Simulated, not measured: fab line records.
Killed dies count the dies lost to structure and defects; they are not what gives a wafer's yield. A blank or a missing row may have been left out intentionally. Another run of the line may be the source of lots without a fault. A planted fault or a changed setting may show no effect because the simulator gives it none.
One fault through the eyes of 2 desks :: flow rit cmos :: each desk has only its own numbers; what lay behind them comes last

FOR THE TOOL OWNER'S DESK: rtp anneal-01
At RIT_SDANNEAL_RTA_03 (time 5 s), the tool's own readings, given per lot that ran on this tool as the mean of the sampled wafers with a number. Any lot whose mean is over 4 standard deviations away from the usual mean is out of limits and marked OUT; that distance is given in the brackets.
Columns: A = wafer_temp_C_max at RIT_SDANNEAL_RTA_03, usual 1053.5
lot: L237
first seen here: day 3 02:53
A: 1055.0

lot: L239
first seen here: day 3 11:28
A: 1055.5

lot: L241
first seen here: day 3 23:46
A: 1053.3

lot: L243
first seen here: day 4 09:43
A: 1053.8

lot: L247
first seen here: day 5 04:39
A: 987.8 (-60) OUT

lot: L249
first seen here: day 5 13:53
A: 989.1 (-59) OUT
This desk's verdict: out of limits on L247, L249, starting with L247 at day 5 04:39 (wafer_temp_C_max at RIT_SDANNEAL_RTA_03). In limits: L237, L239, L241, L243.

AT THE METROLOGY DESK
Means of the sampled wafers that have a number, per lot and without regard to the tool the lot ran on: this is what the gauges read. Any lot whose mean is over 4 standard deviations away from the usual mean is out of limits and marked OUT; that distance is given in the brackets.
Columns: A = PWELL_RS at RIT_WELLDRIVE_RS_MEAS_02, usual 429.5 ohm/sq; B = PSD_TW at RIT_PSD_TW_MEAS_10, usual 3416; C = PSD_RS at RIT_SDANNEAL_RS_MEAS_04, usual 115.90 ohm/sq; D = NSD_RS at RIT_SDANNEAL_RS_MEAS_05, usual 84.55 ohm/sq; E = PLDD_RS at RIT_SDANNEAL_RS_MEAS_06, usual 178.6 ohm/sq; F = cd nm at RIT_M1_CD_MEAS_09, usual 2600.0 nm
lot: L237
first seen here: day 2 04:45
A: 430.4
B: 3381
C: 115.62
D: 84.45
E: 177.9
F: 2603.6

lot: L238
first seen here: day 2 10:16
A: 429.3
B: 3410
C: 116.26
D: 84.14
E: 179.0
F: 2600.6

lot: L239
first seen here: day 2 14:52
A: 428.8
B: 3399
C: 115.85
D: 84.55
E: 178.1
F: 2598.1

lot: L240
first seen here: day 2 20:44
A: 428.7
B: 3454
C: 115.94
D: 83.87
E: 178.7
F: 2603.1

lot: L241
first seen here: day 3 01:06
A: 429.6
B: 3392
C: 116.23
D: 84.70
E: 178.5
F: 2597.9

lot: L242
first seen here: day 3 05:11
A: 428.7
B: 3402
C: 116.02
D: 84.33
E: 179.0
F: 2601.9

lot: L243
first seen here: day 3 11:29
A: 428.4
B: 3387
C: 115.65
D: 84.85
E: 178.4
F: 2602.3

lot: L244
first seen here: day 3 15:59
A: 431.1
B: 3376
C: 115.63
D: 84.32
E: 178.9
F: 2600.8

lot: L247
first seen here: day 4 06:53
A: 430.8
B: 3397
C: 166.49 (+99 or more) OUT
D: 87.52 (+9.9) OUT
E: 246.3 (+99 or more) OUT
F: 2601.7

lot: L249
first seen here: day 4 17:32
A: 427.8
B: 3403
C: 165.72 (+99 or more) OUT
D: 87.65 (+10) OUT
E: 245.7 (+99 or more) OUT
F: -

lot: L250
first seen here: day 4 21:09
A: 431.2
B: 3404
C: 115.97
D: 84.61
E: 178.0
F: 2602.3

lot: L254
first seen here: day 5 17:10
A: 431.0
B: 3380
C: 115.83
D: 84.00
E: 178.4
F: 2604.2

lot: L256
first seen here: day 6 04:08
A: 429.3
B: 3461
C: 115.99
D: 84.48
E: 178.7
F: 2595.1

lot: L260
first seen here: day 6 23:02
A: 429.3
B: 3456
C: 115.94
D: 84.52
E: 178.7
F: 2599.6
This desk finds L247, L249 out of limits, with the earliest case on L247 at day 5 04:42 (PSD_RS at RIT_SDANNEAL_RS_MEAS_04). In limits: L237, L238, L239, L240, L241, L242, L243, L244, L250, L254, L256, L260.

BROUGHT TOGETHER
The tool owner's desk had the chance to raise an alarm at day 5 04:39 on L247, L249.
An alarm was possible from the metrology desk at day 5 04:42, on L247, L249.
The lots listed all ran RIT_SDANNEAL_RTA_03 on rtp anneal-01.

WHAT THE SIMULATOR PUT IN
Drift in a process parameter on rtp anneal-01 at RIT_SDANNEAL_RTA_03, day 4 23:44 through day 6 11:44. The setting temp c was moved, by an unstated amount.
Lots struck among those shown: L247, L249.
Time in hours from fault onset to the first out-of-limits reading at each desk: tool owner's desk 5, metrology desk 5.
